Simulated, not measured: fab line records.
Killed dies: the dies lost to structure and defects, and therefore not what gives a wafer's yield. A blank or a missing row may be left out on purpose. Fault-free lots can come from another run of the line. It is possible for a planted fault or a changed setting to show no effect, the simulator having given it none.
Lot-split experiment ; flow ritCmos ; route with 202 steps; 5 lots, 23 wafers read

== ABOUT THE SPLIT ==
At RIT_PRETRO_IMPLANT_08, the setting doseCm2 was moved away from the recipe's 1.2e+13 on 11 of the 23 wafers read, by -6.8% to +5.8%. All remaining wafers had this setting at the recipe value.

== FROM SPLIT TO READING: 1 step shown by the file between the two ==
- RIT_PRETRO_STRIP_09: strips in O2, time 180 s

== THE READING ==
PRETRO_TW, at RIT_PRETRO_TW_MEAS_10. A value of 474 with a standard deviation of 3.5 is what fault-free wafers of this fab line usually give.

wafer;tool, chamber at the split;doseCm2 as run;against the recipe;PRETRO_TW;against lot-mates on the recipe
L075.2;implanter-04, 0;1.2e+13;recipe;475;-
L075.3;implanter-04, 0;1.2e+13;recipe;474;-
L075.5;implanter-04, 0;1.2e+13;recipe;475;-
L077.1;implanter-03, 0;1.269e+13;+5.8%;484;+10
L077.2;implanter-03, 0;1.269e+13;+5.8%;483;+8
L077.3;implanter-03, 0;1.269e+13;+5.8%;487;+12
L077.4;implanter-03, 0;1.2e+13;recipe;474;-
L077.6;implanter-03, 0;1.2e+13;recipe;475;-
L080.1;implanter-02, 0;1.235e+13;+2.9%;481;+6
L080.2;implanter-02, 0;1.2e+13;recipe;474;-
L080.3;implanter-02, 0;1.2e+13;recipe;476;-
L080.4;implanter-02, 0;1.235e+13;+2.9%;482;+7
L080.5;implanter-02, 0;1.235e+13;+2.9%;479;+4
L083.1;implanter-03, 0;1.155e+13;-3.7%;472;-4
L083.2;implanter-03, 0;1.155e+13;-3.7%;470;-6
L083.4;implanter-03, 0;1.2e+13;recipe;476;-
L083.5;implanter-03, 0;1.155e+13;-3.7%;472;-4
L083.6;implanter-03, 0;1.2e+13;recipe;476;-
L084.1;implanter-04, 0;1.2e+13;recipe;472;-
L084.2;implanter-04, 0;1.2e+13;recipe;471;-
L084.4;implanter-04, 0;1.2e+13;recipe;474;-
L084.5;implanter-04, 0;1.118e+13;-6.8%;462;-10
L084.6;implanter-04, 0;1.118e+13;-6.8%;463;-9

THE FIT
A straight line over all 23 wafers: PRETRO_TW changes by +1.65 for each +1% of doseCm2; r = +0.95; the points scatter about the line by 1.9.
The same after taking each lot's own level away (the mean of its wafers on the recipe; 23 wafers): +1.58 for each +1%; r = +0.98; scatter 1.2.
The reading moves by 11 for the largest change in doseCm2, on that fit.
Measured against the standard deviation above, the lots' own levels, which go from 472.3 to 476.0, span 1.0 times it.
So the lot-to-lot level changes the slope little: the two slopes agree.
Check: for one of the wafers moved furthest among these (-6.8%), held out of the fit, the line's prediction against its lot-mates is -10.3. It came out at -10.3 against them.

== THESE WAFERS: OTHER SPLITS ==
Other splits were also applied to these wafers ahead of the reading. Each is held against what the fit with the lots' levels taken away leaves over:
other split on the same wafers;wafers away from the commonest value;r with PRETRO_TW (lot level and that fit taken away)
RIT_ACTIVE_OXIDATION_01 oxTimeS;15;+0.03
RIT_NRETRO_IMPLANT_08 energyKev;6;+0.02

== THE FILE'S OWN FIT ==
PRETRO_TW changes by +1.52 for each +1% of doseCm2, r = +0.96.
